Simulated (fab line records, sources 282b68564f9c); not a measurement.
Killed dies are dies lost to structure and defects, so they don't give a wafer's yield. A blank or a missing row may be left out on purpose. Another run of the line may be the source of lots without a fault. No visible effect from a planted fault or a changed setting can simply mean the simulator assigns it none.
Comparing a struck lot with a sound one    flow rit_cmos    15 steps out of a route of 202
Sound: wafers L732.4, L732.5, L732.6. The struck wafers were L733.1, L733.3, L733.6. Last of all comes the cause.
Order at every step that has rows: each side's tool, ch and its chambers, its first start. Under that, the readings that differ: sound wafers    struck wafers    difference of the means    sigmas: that difference in standard deviations of wafers without a fault.
alike: readings whose means differ by less than 2 such deviations, and words and numbers that are the same on both sides. not compared: withheld readings, readings that some wafer has no value for, bounds like >300 that may hide the same value, and numbers for which the record gives no deviation and whose values overlap.
The two part at a step that has a row with sigmas, a row that says differs or no value, or rows on one side only. Numbers that have no deviation but don't overlap get no sigmas and don't part them. A reading missing from all wafers of one side parts the sides only when that side holds two or more wafers.

RIT_SDANNEAL_RTA_03: time 5 s.
  sound on rtp_anneal-02 ch 0, day 5 01:02; struck on rtp_anneal-01 ch 0, day 5 03:46
  alike: wafer_temp_C_max
RIT_SDANNEAL_RS_MEAS_04: measures by four-point-probe.
  sound: film_metro-04 at day 5 01:08; struck: film_metro-04 at day 5 03:49
  alike: PSD_RS
RIT_SDANNEAL_RS_MEAS_05: measures by four-point-probe.
  sound: film_metro-04 at day 5 01:15; struck: film_metro-04 at day 5 03:56
  alike: NSD_RS
RIT_SDANNEAL_RS_MEAS_06: measures by four-point-probe.
  sound: film_metro-04 at day 5 01:22; struck: film_metro-04 at day 5 04:04
  alike: PLDD_RS
RIT_SDANNEAL_RS_MEAS_07: measures by four-point-probe.
  sound: film_metro-04 at day 5 01:29; struck: film_metro-04 at day 5 04:11
  alike: NLDD_RS
then, 1 step without rows for these wafers: RIT_SILICIDE_WET_ETCH_00 (etches SiO2 in BOE, target depth 14 nm, time 15 s).
RIT_SILICIDE_SPUTTER_01: material Ti, target thk 30 nm, time 240 s.
  sound: pvd_sputter-01 at day 5 01:34; struck: pvd_sputter-03 at day 5 04:19
  alike: cathode_dc_power_W, throttle_valve_pct
RIT_SILICIDE_RS_MEAS_02: measures by four-point-probe.
  sound: film_metro-04 at day 5 01:47; struck: film_metro-04 at day 5 04:28
reading                  sound           struck          difference  sigmas
SILICIDE_TI_RS (ohm/sq)  49.0 48.2 48.9  48.0 47.0 47.2  -1.3        -2
RIT_SILICIDE_THK_MEAS_03: measures by xrf.
  sound: film_metro-04 at day 5 01:52; struck: film_metro-04 at day 5 04:35
reading               sound           struck          difference  sigmas
SILICIDE_TI_THK (nm)  29.1 29.2 29.0  29.5 30.1 29.9  +0.7        +2
RIT_SILICIDE_RTA_04: time 10 s, ramp up 5 s, ramp down 5 s.
  sound on rtp_anneal-01 ch 0, day 5 01:56; struck on rtp_anneal-02 ch 0, day 5 04:39
  alike: wafer_temp_C_max
then, 1 step without rows for these wafers: RIT_SILICIDE_WET_ETCH_05 (etches Ti in SPM, time 120 s).
RIT_SILICIDE_RTA_06: time 10 s, ramp up 5 s, ramp down 10 s.
  sound on rtp_anneal-02 ch 0, day 5 02:02; struck on rtp_anneal-01 ch 0, day 5 04:46
  alike: wafer_temp_C_max
RIT_CONTACT_CVD_00: deposits SiO2 from TEOS, target thk 400 nm, time 61 s.
  sound on pecvd-04 ch 0,1,2, day 5 02:06; struck on pecvd-02 ch 1,2, day 5 05:02
  alike: heater_power_w, rf_fwd_power_W
RIT_CONTACT_THK_MEAS_01:
  sound: film_metro-01 at day 5 02:09; struck: film_metro-01 at day 5 05:24
reading                sound        struck       difference  sigmas
CONTACT_TEOS_THK (nm)  398 405 400  798 799 804  +399        +71
RIT_M1_PROBE_99:
  the record holds rows for the sound wafers here (prober-02, day 5 08:55) but none for the struck ones

== WHERE THEY PART ==
Last at RIT_M1_PROBE_99 as far as this record goes, first at RIT_SILICIDE_RS_MEAS_02.

WHY: what the simulator had put in
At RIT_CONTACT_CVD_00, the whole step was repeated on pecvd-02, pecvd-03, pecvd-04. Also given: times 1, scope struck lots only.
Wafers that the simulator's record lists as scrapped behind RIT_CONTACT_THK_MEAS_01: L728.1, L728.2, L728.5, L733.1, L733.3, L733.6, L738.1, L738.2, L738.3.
